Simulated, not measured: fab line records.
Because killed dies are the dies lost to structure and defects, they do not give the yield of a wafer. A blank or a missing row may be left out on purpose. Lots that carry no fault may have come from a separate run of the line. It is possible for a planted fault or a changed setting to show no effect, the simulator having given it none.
What tool caused it? :: flow berkeleyCmos170 :: 14 lots, 42 wafers sampled, at 1 step of a route of 331

## WHAT EACH GAUGE READ, for each wafer
UCB170_ACTIVE_CD_MEAS_13: target cd 1200 nm. Usual: cdNm reads 1200.3 nm (standard deviation 1.4).
lot: L595
measured: day 4 19:38
on: cdSem-02
cdNm (nm): 1200.7 1201.7 1199.7
flag: 

lot: L596
measured: day 5 02:19
on: cdSem-02
cdNm (nm): 1199.6 1199.6 1201.0
flag: 

lot: L598
measured: day 5 11:58
on: cdSem-01
cdNm (nm): 1199.9 1200.6 1200.0
flag: 

lot: L599
measured: day 5 19:55
on: cdSem-01
cdNm (nm): 1199.6 1200.3 1200.8
flag: 

lot: L601
measured: day 6 04:01
on: cdSem-02
cdNm (nm): 1197.4 1199.2 1198.7
flag: 

lot: L602
measured: day 6 04:16
on: cdSem-01
cdNm (nm): 1198.9 1199.3 1199.6
flag: 

lot: L603
measured: day 6 13:38
on: cdSem-01
cdNm (nm): 1200.6 1201.2 1201.2
flag: 

lot: L606
measured: day 7 15:06
on: cdSem-02
cdNm (nm): 1202.3 1200.7 1200.9
flag: 

lot: L607
measured: day 7 15:20
on: cdSem-01
cdNm (nm): 1200.1 1198.6 1198.5
flag: 

lot: L608
measured: day 7 23:16
on: cdSem-02
cdNm (nm): 1199.2 1198.5 1199.2
flag: 

lot: L609
measured: day 7 23:31
on: cdSem-02
cdNm (nm): 1200.2 1200.4 1202.2
flag: 

lot: L611
measured: day 8 15:07
on: cdSem-01
cdNm (nm): 1201.2 1200.1 1200.3
flag: 

lot: L614
measured: day 9 09:02
on: cdSem-02
cdNm (nm): 1202.0 1201.9 1201.2
flag: 

lot: L618
measured: day 10 08:07
on: cdSem-02
cdNm (nm): 1202.8 1202.2 1203.5
flag: 

## TOOL THAT RAN EACH LOT (tool first, then ch and the chambers of the sampled wafers, then the start)
The record holds no process step before these readings.

## AS READ BY THE TOOLS THEMSELVES (means over the sampled wafers that have a number; for cases with no such wafer, the mark the record gives instead)
The record holds no such reading with a usual standard deviation.

## THE ANSWER, worked out from the rows above alone
Rule: lot off if the mean of its wafers having a number is beyond 3 standard deviations from the usual mean. A lot without any number at a reading at which 4 lots or more have one is off too. All remaining lots with rows at the step are treated as sound. First the gauges in route order, then the tools' own readings, where a lot's mean is used as printed above. The first step at which some lot is off is used, and at that step the reading that is off furthest; a lot without a number counts as furthest.
None of the lots is off at any reading shown; this tells nothing.

## WHAT WAS PUT IN BY THE SIMULATOR
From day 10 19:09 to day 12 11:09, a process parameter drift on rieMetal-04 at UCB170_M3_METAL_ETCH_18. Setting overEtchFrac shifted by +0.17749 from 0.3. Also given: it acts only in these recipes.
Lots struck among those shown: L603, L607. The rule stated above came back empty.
